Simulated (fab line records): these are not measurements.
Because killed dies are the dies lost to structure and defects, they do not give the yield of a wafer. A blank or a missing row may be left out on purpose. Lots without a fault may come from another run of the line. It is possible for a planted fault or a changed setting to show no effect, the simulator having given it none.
A sampling plan put to the test || flow rit cmos || one fab line, 34 faults that these records tell of, each judged on the records of the lots that it struck; 1 more is left out, because the records don't allow judging it
The plan consists of the line's own looks: route steps at which the wafer is read by a gauge or an inspection but not changed. Where struck wafers have a number at a look and the file lists that look's usual mean and standard deviation on fault-free wafers, the look can be judged. Caught: at a look after the fault's first step, the mean of the struck wafers lies 4 or more of those standard deviations (sigma) from the usual mean. On the tool: the test repeated on the tool's own readings taken at the fault's steps. If the struck wafers alone have a blank record, or they carry another recipe, that too counts as caught.

== THE FAULTS, as the simulator had put them in ==
1. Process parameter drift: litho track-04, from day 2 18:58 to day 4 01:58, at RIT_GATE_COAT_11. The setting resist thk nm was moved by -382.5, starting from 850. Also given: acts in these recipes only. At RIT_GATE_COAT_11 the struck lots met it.
2. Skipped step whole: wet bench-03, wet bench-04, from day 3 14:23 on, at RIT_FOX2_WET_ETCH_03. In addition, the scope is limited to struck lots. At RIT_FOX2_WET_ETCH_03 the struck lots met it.
3. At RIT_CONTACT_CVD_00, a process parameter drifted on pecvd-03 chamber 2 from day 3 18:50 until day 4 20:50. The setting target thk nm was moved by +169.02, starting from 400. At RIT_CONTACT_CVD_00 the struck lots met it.
4. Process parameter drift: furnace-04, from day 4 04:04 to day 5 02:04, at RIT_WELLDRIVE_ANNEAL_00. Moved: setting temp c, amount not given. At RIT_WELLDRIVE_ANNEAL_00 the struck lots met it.
5. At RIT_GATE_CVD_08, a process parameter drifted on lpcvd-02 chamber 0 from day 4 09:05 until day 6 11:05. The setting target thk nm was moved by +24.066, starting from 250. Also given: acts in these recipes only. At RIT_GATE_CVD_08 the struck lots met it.
6. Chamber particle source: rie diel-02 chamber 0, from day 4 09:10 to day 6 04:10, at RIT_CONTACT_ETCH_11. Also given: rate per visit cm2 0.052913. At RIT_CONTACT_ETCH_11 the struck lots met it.
7. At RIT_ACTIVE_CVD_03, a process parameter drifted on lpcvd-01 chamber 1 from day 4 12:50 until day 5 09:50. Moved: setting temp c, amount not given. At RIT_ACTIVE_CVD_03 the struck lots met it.
8. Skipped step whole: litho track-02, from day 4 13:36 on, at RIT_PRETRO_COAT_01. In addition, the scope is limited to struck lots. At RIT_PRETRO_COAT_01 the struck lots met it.
9. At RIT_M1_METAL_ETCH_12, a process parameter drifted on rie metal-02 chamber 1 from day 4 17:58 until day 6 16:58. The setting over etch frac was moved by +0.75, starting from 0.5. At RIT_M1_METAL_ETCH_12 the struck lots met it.
10. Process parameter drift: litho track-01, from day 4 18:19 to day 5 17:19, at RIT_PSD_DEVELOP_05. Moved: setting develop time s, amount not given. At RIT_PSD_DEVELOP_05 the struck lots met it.
11. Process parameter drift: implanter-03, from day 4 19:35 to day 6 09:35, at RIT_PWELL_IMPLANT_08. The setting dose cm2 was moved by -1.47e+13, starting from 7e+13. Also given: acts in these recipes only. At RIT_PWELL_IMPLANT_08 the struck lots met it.
12. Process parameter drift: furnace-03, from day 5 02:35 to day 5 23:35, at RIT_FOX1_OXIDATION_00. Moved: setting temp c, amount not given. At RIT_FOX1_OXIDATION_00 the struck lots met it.
13. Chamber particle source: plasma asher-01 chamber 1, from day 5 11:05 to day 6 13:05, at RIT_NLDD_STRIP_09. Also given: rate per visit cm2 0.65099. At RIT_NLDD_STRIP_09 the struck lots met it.
14. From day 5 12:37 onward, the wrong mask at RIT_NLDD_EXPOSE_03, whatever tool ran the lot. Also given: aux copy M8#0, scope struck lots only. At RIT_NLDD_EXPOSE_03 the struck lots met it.
15. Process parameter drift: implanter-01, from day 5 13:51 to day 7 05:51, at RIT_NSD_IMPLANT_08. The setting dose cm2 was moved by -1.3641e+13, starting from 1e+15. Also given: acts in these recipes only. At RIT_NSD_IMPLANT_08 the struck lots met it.
16. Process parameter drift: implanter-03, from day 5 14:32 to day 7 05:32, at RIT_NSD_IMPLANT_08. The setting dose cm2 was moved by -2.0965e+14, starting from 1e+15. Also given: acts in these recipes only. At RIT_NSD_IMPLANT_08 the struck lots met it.
17. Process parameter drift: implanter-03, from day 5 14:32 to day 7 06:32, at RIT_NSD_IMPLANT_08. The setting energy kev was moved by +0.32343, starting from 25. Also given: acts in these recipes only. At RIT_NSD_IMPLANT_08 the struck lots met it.
18. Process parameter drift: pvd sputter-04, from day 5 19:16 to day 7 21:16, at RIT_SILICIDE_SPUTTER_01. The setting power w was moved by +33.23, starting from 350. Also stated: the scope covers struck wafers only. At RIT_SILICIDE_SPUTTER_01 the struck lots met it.
19. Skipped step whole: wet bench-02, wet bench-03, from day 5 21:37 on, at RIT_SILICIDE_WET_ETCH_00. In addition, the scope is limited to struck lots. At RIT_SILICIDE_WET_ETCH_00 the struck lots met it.
20. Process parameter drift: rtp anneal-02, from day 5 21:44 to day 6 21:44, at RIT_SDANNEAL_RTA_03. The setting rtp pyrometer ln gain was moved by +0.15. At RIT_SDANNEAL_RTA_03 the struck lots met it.
21. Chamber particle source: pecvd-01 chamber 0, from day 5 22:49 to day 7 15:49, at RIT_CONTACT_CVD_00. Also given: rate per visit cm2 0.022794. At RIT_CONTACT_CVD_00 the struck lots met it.
22. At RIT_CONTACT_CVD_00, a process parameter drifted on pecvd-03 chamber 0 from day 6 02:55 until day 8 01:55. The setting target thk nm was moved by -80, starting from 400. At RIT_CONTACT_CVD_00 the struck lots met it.
23. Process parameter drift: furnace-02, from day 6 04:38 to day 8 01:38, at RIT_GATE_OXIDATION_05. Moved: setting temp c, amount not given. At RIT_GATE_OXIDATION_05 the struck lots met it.
24. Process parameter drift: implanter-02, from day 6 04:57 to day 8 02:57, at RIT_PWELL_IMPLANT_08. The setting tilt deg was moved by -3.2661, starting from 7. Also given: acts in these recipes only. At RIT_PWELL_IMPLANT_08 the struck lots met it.
25. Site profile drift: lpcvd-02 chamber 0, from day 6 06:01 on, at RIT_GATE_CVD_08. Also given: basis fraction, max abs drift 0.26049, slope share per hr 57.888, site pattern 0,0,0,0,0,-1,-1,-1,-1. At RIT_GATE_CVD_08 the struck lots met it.
26. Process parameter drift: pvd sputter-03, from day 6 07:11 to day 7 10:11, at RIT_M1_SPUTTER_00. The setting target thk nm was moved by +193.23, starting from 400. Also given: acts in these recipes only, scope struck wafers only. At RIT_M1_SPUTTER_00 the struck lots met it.
27. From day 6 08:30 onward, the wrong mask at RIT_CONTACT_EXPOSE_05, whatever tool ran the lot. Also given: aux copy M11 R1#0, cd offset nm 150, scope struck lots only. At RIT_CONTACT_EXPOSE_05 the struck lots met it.
28. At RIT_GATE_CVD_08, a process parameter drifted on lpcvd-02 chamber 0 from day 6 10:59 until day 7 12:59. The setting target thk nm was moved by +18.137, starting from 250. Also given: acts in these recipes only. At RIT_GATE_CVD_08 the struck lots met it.
29. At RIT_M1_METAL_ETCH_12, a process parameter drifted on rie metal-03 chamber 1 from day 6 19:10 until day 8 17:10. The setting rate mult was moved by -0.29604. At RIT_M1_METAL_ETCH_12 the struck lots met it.
30. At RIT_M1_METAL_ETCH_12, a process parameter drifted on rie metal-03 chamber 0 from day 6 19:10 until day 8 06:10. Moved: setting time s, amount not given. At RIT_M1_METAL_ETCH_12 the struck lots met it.
31. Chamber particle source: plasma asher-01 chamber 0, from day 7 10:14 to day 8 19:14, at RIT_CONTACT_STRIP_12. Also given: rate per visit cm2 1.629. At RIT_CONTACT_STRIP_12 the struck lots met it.
32. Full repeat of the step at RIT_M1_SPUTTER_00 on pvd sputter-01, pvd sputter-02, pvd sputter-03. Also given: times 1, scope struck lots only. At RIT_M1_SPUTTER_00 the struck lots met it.
33. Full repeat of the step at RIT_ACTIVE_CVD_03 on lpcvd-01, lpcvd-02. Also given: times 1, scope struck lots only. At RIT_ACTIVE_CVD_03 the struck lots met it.
34. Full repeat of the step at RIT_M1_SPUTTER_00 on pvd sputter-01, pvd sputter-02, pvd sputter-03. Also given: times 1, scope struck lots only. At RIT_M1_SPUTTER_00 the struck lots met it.

== WHAT THE PLAN SAW ==
{"fault": 1, "on the tool itself": "under 2 sigma", "first look that catches it": "RIT_GATE_CD_MEAS_16", "reading, sigma": "cd nm -29", "median hours from its first step to that look": 0.8, "hours from the fault's start to the first struck lot there": 3, "judged looks passed uncaught": 0}
{"fault": 2, "on the tool itself": "no reading that can be judged", "first look that catches it": "none of the 4 looks that can be judged after it", "reading, sigma": "-", "median hours from its first step to that look": "-", "hours from the fault's start to the first struck lot there": "-", "judged looks passed uncaught": 4}
{"fault": 3, "on the tool itself": "under 2 sigma", "first look that catches it": "RIT_CONTACT_THK_MEAS_01", "reading, sigma": "CONTACT_TEOS_THK +29", "median hours from its first step to that look": 0.1, "hours from the fault's start to the first struck lot there": 4, "judged looks passed uncaught": 0}
{"fault": 4, "on the tool itself": "tube center temp C -72 sigma", "first look that catches it": "RIT_WELLDRIVE_RS_MEAS_01", "reading, sigma": "NWELL_RS +12", "median hours from its first step to that look": 5.1, "hours from the fault's start to the first struck lot there": 1, "judged looks passed uncaught": 0}
{"fault": 5, "on the tool itself": "under 2 sigma", "first look that catches it": "RIT_GATE_THK_MEAS_09", "reading, sigma": "GATE_POLY_THK +12", "median hours from its first step to that look": 1.6, "hours from the fault's start to the first struck lot there": 8, "judged looks passed uncaught": 0}
{"fault": 6, "on the tool itself": "under 2 sigma", "first look that catches it": "not the one look that can be judged after it", "reading, sigma": "-", "median hours from its first step to that look": "-", "hours from the fault's start to the first struck lot there": "-", "judged looks passed uncaught": 1}
{"fault": 7, "on the tool itself": "spike tc centre C +11 sigma", "first look that catches it": "RIT_ACTIVE_THK_MEAS_04", "reading, sigma": "ACTIVE_NITRIDE_THK +21", "median hours from its first step to that look": 1.4, "hours from the fault's start to the first struck lot there": 14, "judged looks passed uncaught": 0}
{"fault": 8, "on the tool itself": "the tool's record is blank for the struck wafers", "first look that catches it": "no look after it can be judged", "reading, sigma": "-", "median hours from its first step to that look": "-", "hours from the fault's start to the first struck lot there": "-", "judged looks passed uncaught": 0}
{"fault": 9, "on the tool itself": "oes product au -14 sigma", "first look that catches it": "RIT_M1_CD_MEAS_90", "reading, sigma": "cd nm -4.7", "median hours from its first step to that look": 0.6, "hours from the fault's start to the first struck lot there": 24, "judged looks passed uncaught": 0}
{"fault": 10, "on the tool itself": "no reading that can be judged", "first look that catches it": "RIT_PSD_TW_MEAS_10", "reading, sigma": "PSD_TW -57", "median hours from its first step to that look": 1.0, "hours from the fault's start to the first struck lot there": 17, "judged looks passed uncaught": 0}
{"fault": 11, "on the tool itself": "dose ions cm2 -99 or beyond sigma", "first look that catches it": "RIT_PWELL_TW_MEAS_10", "reading, sigma": "PWELL_TW -7.6", "median hours from its first step to that look": 0.3, "hours from the fault's start to the first struck lot there": 8, "judged looks passed uncaught": 0}
{"fault": 12, "on the tool itself": "tube center temp C +99 or beyond sigma", "first look that catches it": "RIT_FOX1_THK_MEAS_01", "reading, sigma": "FOX1_OXIDE_THK +5.0", "median hours from its first step to that look": 1.3, "hours from the fault's start to the first struck lot there": 4, "judged looks passed uncaught": 0}
{"fault": 13, "on the tool itself": "under 2 sigma", "first look that catches it": "no look after it can be judged", "reading, sigma": "-", "median hours from its first step to that look": "-", "hours from the fault's start to the first struck lot there": "-", "judged looks passed uncaught": 0}
{"fault": 14, "on the tool itself": "no reading that can be judged", "first look that catches it": "RIT_NLDD_TW_MEAS_10", "reading, sigma": "NLDD_TW -57", "median hours from its first step to that look": 0.9, "hours from the fault's start to the first struck lot there": 3, "judged looks passed uncaught": 0}
{"fault": 15, "on the tool itself": "dose ions cm2 -11 sigma", "first look that catches it": "none of the 2 looks that can be judged after it", "reading, sigma": "strongest: NSD_RS at RIT_SDANNEAL_RS_MEAS_05, +3.3", "median hours from its first step to that look": "-", "hours from the fault's start to the first struck lot there": "-", "judged looks passed uncaught": 2}
{"fault": 16, "on the tool itself": "dose ions cm2 -99 or beyond sigma", "first look that catches it": "RIT_SDANNEAL_RS_MEAS_05", "reading, sigma": "NSD_RS +61", "median hours from its first step to that look": 6.0, "hours from the fault's start to the first struck lot there": 9, "judged looks passed uncaught": 1}
{"fault": 17, "on the tool itself": "beam energy keV +40 sigma", "first look that catches it": "no look after it can be judged", "reading, sigma": "-", "median hours from its first step to that look": "-", "hours from the fault's start to the first struck lot there": "-", "judged looks passed uncaught": 0}
{"fault": 18, "on the tool itself": "cathode dc power W +99 or beyond sigma", "first look that catches it": "RIT_SILICIDE_RS_MEAS_02", "reading, sigma": "SILICIDE_TI_RS -8.1", "median hours from its first step to that look": 0.2, "hours from the fault's start to the first struck lot there": 5, "judged looks passed uncaught": 0}
{"fault": 19, "on the tool itself": "no reading that can be judged", "first look that catches it": "no look after it can be judged", "reading, sigma": "-", "median hours from its first step to that look": "-", "hours from the fault's start to the first struck lot there": "-", "judged looks passed uncaught": 0}
{"fault": 20, "on the tool itself": "under 2 sigma", "first look that catches it": "RIT_SDANNEAL_RS_MEAS_04", "reading, sigma": "PSD_RS +41", "median hours from its first step to that look": 0.1, "hours from the fault's start to the first struck lot there": 7, "judged looks passed uncaught": 0}
{"fault": 21, "on the tool itself": "under 2 sigma", "first look that catches it": "no look after it can be judged", "reading, sigma": "-", "median hours from its first step to that look": "-", "hours from the fault's start to the first struck lot there": "-", "judged looks passed uncaught": 0}
{"fault": 22, "on the tool itself": "under 2 sigma", "first look that catches it": "RIT_CONTACT_THK_MEAS_01", "reading, sigma": "CONTACT_TEOS_THK -13", "median hours from its first step to that look": 0.1, "hours from the fault's start to the first struck lot there": 7, "judged looks passed uncaught": 0}
{"fault": 23, "on the tool itself": "tube center temp C -99 or beyond sigma", "first look that catches it": "RIT_GATE_THK_MEAS_07", "reading, sigma": "GATE_OXIDE_THK -8.3", "median hours from its first step to that look": 1.4, "hours from the fault's start to the first struck lot there": 4, "judged looks passed uncaught": 0}
{"fault": 24, "on the tool itself": "tilt deg -99 or beyond sigma", "first look that catches it": "none of the 3 looks that can be judged after it", "reading, sigma": "strongest: PWELL_RS at RIT_WELLDRIVE_RS_MEAS_02, -2.5", "median hours from its first step to that look": "-", "hours from the fault's start to the first struck lot there": "-", "judged looks passed uncaught": 3}
{"fault": 25, "on the tool itself": "under 2 sigma", "first look that catches it": "RIT_GATE_THK_MEAS_09", "reading, sigma": "GATE_POLY_THK -15", "median hours from its first step to that look": 2.4, "hours from the fault's start to the first struck lot there": 16, "judged looks passed uncaught": 0}
{"fault": 26, "on the tool itself": "under 2 sigma", "first look that catches it": "RIT_M1_RS_MEAS_01", "reading, sigma": "M1_AL_RS -22", "median hours from its first step to that look": 0.3, "hours from the fault's start to the first struck lot there": 5, "judged looks passed uncaught": 0}
{"fault": 27, "on the tool itself": "under 2 sigma", "first look that catches it": "RIT_CONTACT_CD_MEAS_08", "reading, sigma": "cd nm +68", "median hours from its first step to that look": 0.5, "hours from the fault's start to the first struck lot there": 2, "judged looks passed uncaught": 0}
{"fault": 28, "on the tool itself": "no reading that can be judged", "first look that catches it": "RIT_GATE_THK_MEAS_09", "reading, sigma": "GATE_POLY_THK +9.1", "median hours from its first step to that look": 2.4, "hours from the fault's start to the first struck lot there": 11, "judged looks passed uncaught": 0}
{"fault": 29, "on the tool itself": "under 2 sigma", "first look that catches it": "not the one look that can be judged after it", "reading, sigma": "strongest: cd nm at RIT_M1_CD_MEAS_90, +2.9", "median hours from its first step to that look": "-", "hours from the fault's start to the first struck lot there": "-", "judged looks passed uncaught": 1}
{"fault": 30, "on the tool itself": "run length s -99 or beyond sigma", "first look that catches it": "RIT_M1_CD_MEAS_90", "reading, sigma": "cd nm +5.3", "median hours from its first step to that look": 0.5, "hours from the fault's start to the first struck lot there": 6, "judged looks passed uncaught": 0}
{"fault": 31, "on the tool itself": "under 2 sigma", "first look that catches it": "no look after it can be judged", "reading, sigma": "-", "median hours from its first step to that look": "-", "hours from the fault's start to the first struck lot there": "-", "judged looks passed uncaught": 0}
{"fault": 32, "on the tool itself": "under 2 sigma", "first look that catches it": "RIT_M1_RS_MEAS_01", "reading, sigma": "M1_AL_RS -34", "median hours from its first step to that look": 0.8, "hours from the fault's start to the first struck lot there": "-", "judged looks passed uncaught": 0}
{"fault": 33, "on the tool itself": "under 2 sigma", "first look that catches it": "RIT_ACTIVE_THK_MEAS_04", "reading, sigma": "ACTIVE_NITRIDE_THK +93", "median hours from its first step to that look": 4.4, "hours from the fault's start to the first struck lot there": "-", "judged looks passed uncaught": 0}
{"fault": 34, "on the tool itself": "under 2 sigma", "first look that catches it": "RIT_M1_RS_MEAS_01", "reading, sigma": "M1_AL_RS -34", "median hours from its first step to that look": 0.8, "hours from the fault's start to the first struck lot there": "-", "judged looks passed uncaught": 0}
Dash: fault not caught, or number not given in these records.

Caught at a look: 23 of 34. Caught on the tool: 13 of 34. By one or the other: 27 of 34.
On the tool alone, faults 8, 15, 17, 24 were caught.
Caught at a look alone: faults 1, 3, 5, 10, 14, 20, 22, 25, 26, 27, 28, 32, 33, 34.
Caught by neither: faults 2, 6, 13, 19, 21, 29, 31.

== THINNER SAMPLING ==
In the worst case, this is how late the first struck lot would be measured if the look that catches a fault measured only every second or every third lot, by lot number:
{"fault": 1, "struck lots at that look, in order of time": "L206, L207, L209", "every lot": "3 h", "every second lot": "9 h", "every third lot": "may miss all 3"}
{"fault": 3, "struck lots at that look, in order of time": "L841, L844", "every lot": "4 h", "every second lot": "26 h", "every third lot": "may miss all 2"}
{"fault": 4, "struck lots at that look, in order of time": "L475, L477", "every lot": "1 h", "every second lot": "may miss all 2", "every third lot": "may miss all 2"}
{"fault": 5, "struck lots at that look, in order of time": "L464", "every lot": "8 h", "every second lot": "may miss it", "every third lot": "may miss it"}
{"fault": 7, "struck lots at that look, in order of time": "L412, L413", "every lot": "14 h", "every second lot": "19 h", "every third lot": "may miss all 2"}
{"fault": 9, "struck lots at that look, in order of time": "L126", "every lot": "24 h", "every second lot": "may miss it", "every third lot": "may miss it"}
{"fault": 10, "struck lots at that look, in order of time": "L211, L212", "every lot": "17 h", "every second lot": "20 h", "every third lot": "may miss all 2"}
{"fault": 11, "struck lots at that look, in order of time": "L914, L915", "every lot": "8 h", "every second lot": "11 h", "every third lot": "may miss all 2"}
{"fault": 12, "struck lots at that look, in order of time": "L425, L427", "every lot": "4 h", "every second lot": "may miss all 2", "every third lot": "may miss all 2"}
{"fault": 14, "struck lots at that look, in order of time": "L832", "every lot": "3 h", "every second lot": "may miss it", "every third lot": "may miss it"}
{"fault": 16, "struck lots at that look, in order of time": "L384, L383", "every lot": "9 h", "every second lot": "12 h", "every third lot": "may miss all 2"}
{"fault": 18, "struck lots at that look, in order of time": "L682, L684", "every lot": "5 h", "every second lot": "may miss all 2", "every third lot": "may miss all 2"}
{"fault": 20, "struck lots at that look, in order of time": "L330, L332", "every lot": "7 h", "every second lot": "may miss all 2", "every third lot": "may miss all 2"}
{"fault": 22, "struck lots at that look, in order of time": "L718, L721", "every lot": "7 h", "every second lot": "22 h", "every third lot": "may miss all 2"}
{"fault": 23, "struck lots at that look, in order of time": "L117, L119", "every lot": "4 h", "every second lot": "may miss all 2", "every third lot": "may miss all 2"}
{"fault": 25, "struck lots at that look, in order of time": "L678", "every lot": "16 h", "every second lot": "may miss it", "every third lot": "may miss it"}
{"fault": 26, "struck lots at that look, in order of time": "L924", "every lot": "5 h", "every second lot": "may miss it", "every third lot": "may miss it"}
{"fault": 27, "struck lots at that look, in order of time": "L648", "every lot": "2 h", "every second lot": "may miss it", "every third lot": "may miss it"}
{"fault": 28, "struck lots at that look, in order of time": "L312", "every lot": "11 h", "every second lot": "may miss it", "every third lot": "may miss it"}
{"fault": 30, "struck lots at that look, in order of time": "L510, L512", "every lot": "6 h", "every second lot": "may miss all 2", "every third lot": "may miss all 2"}
Hours are from the fault's start to the first struck lot that is measured. The test against the limit of 4 sigma pooled every struck wafer, which means one lot taken alone may stay below that limit. Other struck lots may not be in these records.

== THE LONGEST TIMED WAY FROM STEP TO LOOK ==
Fault 16: a median of 6.0 hours passes between RIT_NSD_IMPLANT_08 and RIT_SDANNEAL_RS_MEAS_05. The look between them that can be judged stayed within 4 sigma: RIT_NSD_TW_MEAS_10.
